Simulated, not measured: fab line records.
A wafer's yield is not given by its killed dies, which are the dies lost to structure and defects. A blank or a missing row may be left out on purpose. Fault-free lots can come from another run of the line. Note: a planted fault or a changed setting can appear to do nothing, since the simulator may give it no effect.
8D (eight disciplines) problem report, filled in by code :: flow rit-cmos :: the parts of the form that need people (team, actions taken, sign-off) are left out

1. WHAT WENT WRONG
Across 2 wafers from 2 lots, CONTACT_TEOS_THK at RIT_CONTACT_THK_MEAS_01 averages 210 nm, while fault-free wafers read 400 nm with a standard deviation of 4.9. Relative to the usual mean, that is a shift of -39 standard deviations.
Seen first at day 6 21:25 on film-metro-03, wafer L602.5. Wafers with a number at this step in the record: 42, from 14 lots. The rule behind "out" and "out of limits": a value lying over 4 standard deviations away from the usual mean. Any other wafer with a number is counted as sound.

2. WHAT IT IS AND WHAT IT IS NOT
question: which readings at this step
is: CONTACT_TEOS_THK
is not: -

question: which lots
is: L602, L605
is not: L585, L586, L587, L590, L591, L592, L593, L594, L595, L596, L597, L604

question: which wafers of those lots
is: L602.5, L605.5
is not: L602.3, L602.6, L605.2, L605.3

question: read on which gauges
is: film-metro-03, film-metro-04
is not: film-metro-01

question: when
is: from day 6 21:25
is not: up to then (35 sound wafers); but 5 sound wafers of L604, L605 came after

3. THE SUSPECTS, EACH WITH WHAT RULES IT OUT
Counting: any tool at a process step up to the reading remains a suspect provided it ran every lot that is out. Sound lots after the first of them don't rule it out here, since some wafers of a struck lot are sound.
- ruled out: the gauge at RIT_CONTACT_THK_MEAS_01. The wafers that are out were read on 2 gauges (film-metro-03, film-metro-04).
- pecvd-03 at RIT_CONTACT_CVD_00 (deposits SiO2 from TEOS, target thk 400 nm, time 61 s): kept. It processed each lot that is out (first: L602, day 6 21:21); up to then, its last sound lot is L596 (day 5 16:59).
- In pecvd-03 at RIT_CONTACT_CVD_00, the wafers that are out were processed in chamber 1 and their sound lot-mates in chambers 0, 2.
After counting, what remains is pecvd-03 at RIT_CONTACT_CVD_00.

4. THE CAUSE (what the simulator had put in)
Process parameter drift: pecvd-03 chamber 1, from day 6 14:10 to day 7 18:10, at RIT_CONTACT_CVD_00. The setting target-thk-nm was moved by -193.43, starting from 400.
The count eliminated every tool but this one.

5. THE EFFECT CHAIN, in route order
Each row: a reading where the mean over the struck wafers with a number is more than 3 standard deviations away from the usual. Only readings whose record carries a usual standard deviation are examined. hours: median over the lots of the time between each lot's start at the first step of this table that gives one and its start at this step. sigmas: the change, counted in usual standard deviations.
hours: 0
step: RIT_CONTACT_THK_MEAS_01
reading: CONTACT_TEOS_THK
usual: 400 nm
on struck wafers: 210
change: -190
sigmas: -39

6. WHAT WOULD HAVE CAUGHT IT SOONER
Counted from the fault's start at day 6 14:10, it took 7 hours until the first out-of-limits reading at a measuring or inspecting step in this record, taken at day 6 21:25.
An alarm limit of 4 standard deviations would not have fired on the tool readings at RIT_CONTACT_CVD_00 for which the record gives a usual standard deviation, since none of them was out on any struck wafer.
Of the lots that are out (2), L605 began RIT_CONTACT_CVD_00 on pecvd-03 after day 6 21:25. A tool hold placed at that time would have kept it from harm.
